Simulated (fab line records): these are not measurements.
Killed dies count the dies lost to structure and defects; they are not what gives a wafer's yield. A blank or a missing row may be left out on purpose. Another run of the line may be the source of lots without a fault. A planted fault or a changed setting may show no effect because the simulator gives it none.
A struck lot beside a sound one    flow rit cmos    43 steps out of a route of 202
Sound: these wafers, L217.1, L217.2, L217.6. Struck: wafers L226.2, L226.4. (L226.3 of the same lot was not struck and is left out.) The cause comes at the end.
Order at every step that has rows: each side's tool, ch and its chambers, its first start. Under that, the readings that differ: sound wafers    struck wafers    difference of the means    sigmas: that difference in standard deviations of wafers without a fault.
alike: words and numbers the same on both sides, and readings whose means are apart by under 2 such deviations; not compared: readings that were withheld, readings missing a value for some wafer, numbers with overlapping values and no deviation given by the record, and bounds like >300 which may hide the same value.
Wherever a step has rows on one side only, a row that says differs or no value, or a row with sigmas, the two part there. Numbers that have no deviation but don't overlap get no sigmas and don't part them. Lack of a reading on every wafer of one side parts them only where that side has two or more wafers.

first, 1 step without rows for these wafers: RIT_NRETRO_IMPLANT_08.
RIT_NRETRO_STRIP_09: strips in O2, time 180 s.
  sound on plasma asher-04 ch 0,1, day 2 11:01; struck on plasma asher-04 ch 0,1, day 4 12:52
  alike: drypump motor current A
  not compared: rf hours counter h
RIT_NRETRO_TW_MEAS_10:
  sound on film metro-02, day 2 11:12; struck on film metro-04, day 4 13:04
  alike: NRETRO_TW
then, 2 steps without rows for these wafers: RIT_PRETRO_HMDS_00 (prime time 60 s); RIT_PRETRO_COAT_01 (resist thk 1300 nm).
RIT_PRETRO_SOFTBAKE_02: time 62.37 s.
  sound on litho track-03 ch 0, day 2 11:34; struck on litho track-04 ch 0, day 4 13:26
  alike: plate sensor t centre C, plate sensor t edge C, softbake temp c
then, 3 steps without rows for these wafers: RIT_PRETRO_EXPOSE_03 (exposes mask M5, target cd 43700 nm); RIT_PRETRO_PEB_04; RIT_PRETRO_DEVELOP_05 (develop time 68 s).
RIT_PRETRO_OVL_MEAS_06:
  sound on overlay-02, day 2 12:16; struck on overlay-01, day 4 14:16
  alike: PRETRO_OVL
then, 2 steps without rows for these wafers: RIT_PRETRO_HARDBAKE_07 (time 120 s); RIT_PRETRO_IMPLANT_08.
RIT_PRETRO_STRIP_09: strips in O2, time 180 s.
  sound on plasma asher-01 ch 0,1, day 2 12:42; struck on plasma asher-01 ch 0, day 4 14:58
  alike: drypump motor current A
  not compared: rf hours counter h
RIT_PRETRO_TW_MEAS_10:
  sound on film metro-02, day 2 12:52; struck on film metro-02, day 4 15:09
  alike: PRETRO_TW
then, 5 steps without rows for these wafers: RIT_GATE_WET_ETCH_00 (etches SiO2 in BOE, target depth 56 nm, time 62.87 s); RIT_GATE_CLEAN_01 (cleans in SC1, time 600 s); RIT_GATE_CLEAN_02 (cleans in dHF, time 30 s); RIT_GATE_CLEAN_03 (cleans in SC2, time 600 s); RIT_GATE_CLEAN_04 (cleans in dHF, time 60 s).
RIT_FOX2_THK_MEAS_91:
  sound on film metro-01, day 2 13:21; struck on film metro-01, day 4 15:41
reading                      sound        struck   difference  sigmas
FIELD_OXIDE_LEFT_2_THK (nm)  251 250 244  264 263  +15         +2
then, 2 steps without rows for these wafers: RIT_GATE_OXIDATION_05 (target thk 3 nm, ox time 270 s); RIT_GATE_ANNEAL_06 (time 600 s).
RIT_GATE_THK_MEAS_07:
  sound on film metro-03, day 2 15:29; struck on film metro-04, day 4 17:57
  alike: GATE_OXIDE_THK
then, 1 step without rows for these wafers: RIT_GATE_CVD_08 (deposits poly-Si from SiH4, target thk 250 nm, time 2220 s).
RIT_GATE_THK_MEAS_09:
  sound on film metro-01, day 2 17:10; struck on film metro-03, day 4 19:38
  alike: GATE_POLY_THK
then, 6 steps without rows for these wafers: RIT_GATE_HMDS_10 (prime time 60 s); RIT_GATE_COAT_11 (resist thk 850 nm); RIT_GATE_SOFTBAKE_12 (time 60 s); RIT_GATE_EXPOSE_13 (exposes mask M6, target cd 150 nm); RIT_GATE_PEB_14; RIT_GATE_DEVELOP_15 (develop time 50 s).
RIT_GATE_CD_MEAS_16: the cd target is 150 nm.
  sound on cd sem-01, day 2 18:11; struck on cd sem-01, day 4 20:33
  alike: cd nm
RIT_GATE_OVL_MEAS_17:
  sound on overlay-02, day 2 18:19; struck on overlay-02, day 4 20:40
  alike: GATE_OVL
then, 1 step without rows for these wafers: RIT_GATE_HARDBAKE_18 (time 60 s).
RIT_GATE_ETCH_19: etches poly-Si in SF6/CHF3/O2, stops on SiO2, time 165 s, target depth 312.5 nm.
  sound on rie si-01 ch 1,3, day 2 18:30; struck on rie si-02 ch 0,2, day 4 20:53
  alike: drypump motor current A, oes product au, throttle valve pct
  not compared: rf hours counter h
RIT_GATE_STRIP_20: strips in O2, time 180 s.
  sound on plasma asher-01 ch 0,1, day 2 18:37; struck on plasma asher-03 ch 0,1, day 4 21:02
  alike: drypump motor current A
  not compared: rf hours counter h
RIT_GATE_CD_MEAS_90: the cd target is 150 nm.
  sound on cd sem-02, day 2 18:47; struck on cd sem-02, day 4 21:14
  alike: cd nm
then, 4 steps without rows for these wafers: RIT_REOX_CLEAN_00 (cleans in SC1, time 600 s); RIT_REOX_CLEAN_01 (cleans in dHF, time 30.56 s); RIT_REOX_CLEAN_02 (cleans in SC2, time 600 s); RIT_REOX_OXIDATION_03 (target thk 25.2 nm, ox time 5580 s).
RIT_REOX_THK_MEAS_04:
  sound on film metro-02, day 2 21:57; struck on film metro-04, day 5 00:44
  alike: REOX_OXIDE_THK
RIT_M1_PROBE_99:
  sound on prober-02, day 3 14:22; struck on prober-01, day 5 16:58
reading              sound  struck  difference  sigmas
killed at front end  7 5 7  36 38   +31         +11
killed dies          7 5 7  36 38   +31         +11
killed on rim        3 2 1  8 14    +9          +6
  alike: killed open, killed short

== WHERE THEY PART ==
Earliest at RIT_FOX2_THK_MEAS_91; latest, in this record, at RIT_M1_PROBE_99.

WHY: what the simulator had put in
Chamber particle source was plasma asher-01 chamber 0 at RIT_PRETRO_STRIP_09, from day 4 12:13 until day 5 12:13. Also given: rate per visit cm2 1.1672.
